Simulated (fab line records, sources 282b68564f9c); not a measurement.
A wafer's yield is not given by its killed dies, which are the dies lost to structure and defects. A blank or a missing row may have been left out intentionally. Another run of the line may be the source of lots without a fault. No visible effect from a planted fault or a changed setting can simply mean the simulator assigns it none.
Which tool was responsible?    flow rit_cmos    21 wafers from 7 lots sampled at 2 of the route's 202 steps

## WHAT EACH GAUGE READ, for each wafer
RIT_NSD_TW_MEAS_10.
lot   measured     on             NSD_TW
L166  day 3 05:39  film_metro-04  3153 3146 3147
L169  day 4 03:35  film_metro-02  3130 3129 3134
L172  day 4 16:59  film_metro-03  3088 3079 3096
L177  day 5 15:28  film_metro-04  3363 3346 3360 3334 3349 3364
L181  day 6 09:23  film_metro-04  3356 3364 3343 3352 3354 3362
L185  day 7 05:28  film_metro-04  3126 3126 3135
L188  day 7 22:36  film_metro-04  3154 3149 3133

## EACH LOT AND THE TOOL THAT RAN IT (in order: tool; ch and the chambers of the sampled wafers; start)
lot   RIT_NSD_IMPLANT_08
L166  implanter-02 ch 0, day 3 05:19
L169  implanter-04 ch 0, day 4 03:19
L172  implanter-02 ch 0, day 4 16:40
L177  implanter-02 ch 0, day 5 15:09
L181  implanter-02 ch 0, day 6 09:04
L185  implanter-04 ch 0, day 7 05:10
L188  implanter-04 ch 0, day 7 22:17
- RIT_NSD_IMPLANT_08

## THE ANSWER, worked out from the rows above alone
Rule: the usual values come from the lots themselves. The widest of any qualifying gaps counts: lots, ordered by their means at a reading, are off when they make up no more than a third of the lots, leave a main group of 4 or more, and stand apart from it by 3 or more times the standard deviation of that group's means. Not used: any main group whose means are identical at the precision the tables above print for the reading. A lot without any number at a reading at which 4 lots or more have one is off too. Any other lot the step has rows for is counted as sound.
Off: at RIT_NSD_TW_MEAS_10 (NSD_TW), L177, L181. Mean 3128 and standard deviation 22 in the main group.
If a tool, at a process step before that reading, ran all the lots that are off and no sound lot after the first of them, it fits. The gauges at RIT_NSD_TW_MEAS_10 are tried like those tools. One fits: RIT_NSD_IMPLANT_08 on implanter-02. Its last sound lot is L172 (day 4 16:40), its first lot that is off L177 (day 5 15:09): a fault that began between those two fits.

## WHAT THE SIMULATOR HAD INSERTED
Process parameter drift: implanter-02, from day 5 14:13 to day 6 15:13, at RIT_NSD_IMPLANT_08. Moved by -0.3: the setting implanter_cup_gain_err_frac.
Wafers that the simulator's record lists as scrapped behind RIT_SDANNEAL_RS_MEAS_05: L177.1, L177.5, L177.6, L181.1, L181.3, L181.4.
Struck lots among those shown: L177, L181. This agrees with what the rule above found.
